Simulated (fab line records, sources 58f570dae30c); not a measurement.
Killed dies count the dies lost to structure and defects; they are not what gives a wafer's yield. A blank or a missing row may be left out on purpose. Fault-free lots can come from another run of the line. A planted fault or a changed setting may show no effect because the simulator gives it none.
The same fault as seen by 2 desks || flow berkeley-cmos170 || each desk has only its own numbers; what lay behind them comes last

DESK OF THE TOOL OWNER: pvd-sputter-01
The tool's own readings at UCB170_M1_SPUTTER_00 (material Al, target thk 600 nm, time 80 s): means of the sampled wafers that have a number, for each lot that ran on this tool. Marked OUT: a lot whose mean sits more than 4 standard deviations from the usual mean, which makes it out of limits; the brackets give that distance.
Columns: A = throttle-valve-pct at UCB170_M1_SPUTTER_00, usual 29.6 %
{"lot": "L812", "first seen here": "day 8 11:12", "A": 29.0}
{"lot": "L813", "first seen here": "day 9 04:32", "A": 28.6}
{"lot": "L818", "first seen here": "day 10 02:59", "A": 29.1}
{"lot": "L824", "first seen here": "day 11 00:35", "A": 29.2}
This desk found nothing out of limits on any of the 4 lots.

AT THE METROLOGY DESK
Lot by lot, what the gauges showed, no matter which tool ran the lot: averages of those sampled wafers that carry a number. Marked OUT: a lot whose mean sits more than 4 standard deviations from the usual mean, which makes it out of limits; the brackets give that distance.
Columns: A = cd-nm at UCB170_PSD_CD_MEAS_06, usual 1199.6 nm; B = NSD_OVL at UCB170_NSD_OVL_MEAS_07, usual 2 nm; C = M1_AL_RS at UCB170_M1_RS_MEAS_01, usual 0.0484 ohm/sq; D = M1_AL_THK at UCB170_M1_THK_MEAS_02, usual 582 nm
{"lot": "L812", "first seen here": "day 8 02:10", "A": 1198.1, "B": -1, "C": 0.0486, "D": 576}
{"lot": "L814", "first seen here": "day 8 17:25", "A": 1200.1, "B": -2, "C": 0.0483, "D": 579}
{"lot": "L815", "first seen here": "day 8 17:41", "A": 1197.8, "B": 1, "C": 0.0493, "D": 573}
{"lot": "L813", "first seen here": "day 8 18:00", "A": 1200.5, "B": 3, "C": 0.0485, "D": 578}
{"lot": "L818", "first seen here": "day 9 14:12", "A": 1200.8, "B": -4, "C": 0.0485, "D": 579}
{"lot": "L820", "first seen here": "day 10 04:53", "A": 1198.1, "B": 6, "C": 0.0485, "D": 585}
{"lot": "L824", "first seen here": "day 10 10:41", "A": 1200.3, "B": 1, "C": "0.0601 (+23) OUT", "D": "478 (-16) OUT"}
{"lot": "L826", "first seen here": "day 11 02:59", "A": 1197.6, "B": 1, "C": 0.0488, "D": 581}
{"lot": "L827", "first seen here": "day 11 11:49", "A": 1201.9, "B": 3, "C": 0.0481, "D": 588}
{"lot": "L829", "first seen here": "day 11 12:02", "A": 1197.8, "B": -4, "C": 0.0479, "D": 585}
{"lot": "L828", "first seen here": "day 11 12:07", "A": 1201.3, "B": 3, "C": 0.0478, "D": 585}
{"lot": "L831", "first seen here": "day 11 19:59", "A": 1198.7, "B": 6, "C": 0.0483, "D": 585}
{"lot": "L833", "first seen here": "day 12 19:34", "A": 1198.1, "B": 2, "C": 0.0486, "D": 582}
This desk finds L824 out of limits, with the earliest case on L824 at day 11 00:40 (M1_AL_RS at UCB170_M1_RS_MEAS_01). L812, L814, L815, L813, L818, L820, L826, L827, L829, L828, L831, L833 stayed within limits.

ALL TOGETHER
The metrology desk could have raised an alarm at day 11 00:40, on L824.
The desk of the tool owner found nothing out of limits.
The tool owner's desk has L824 on record, within its limits.
UCB170_M1_SPUTTER_00 was run on pvd-sputter-01 by each of the lots named.

WHAT WAS PUT IN BY THE SIMULATOR
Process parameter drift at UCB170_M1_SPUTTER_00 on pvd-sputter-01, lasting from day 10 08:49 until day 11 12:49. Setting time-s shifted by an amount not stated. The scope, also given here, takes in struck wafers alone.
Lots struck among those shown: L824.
Time in hours between the start of the fault and the first out-of-limits reading at each desk: metrology desk, 16.
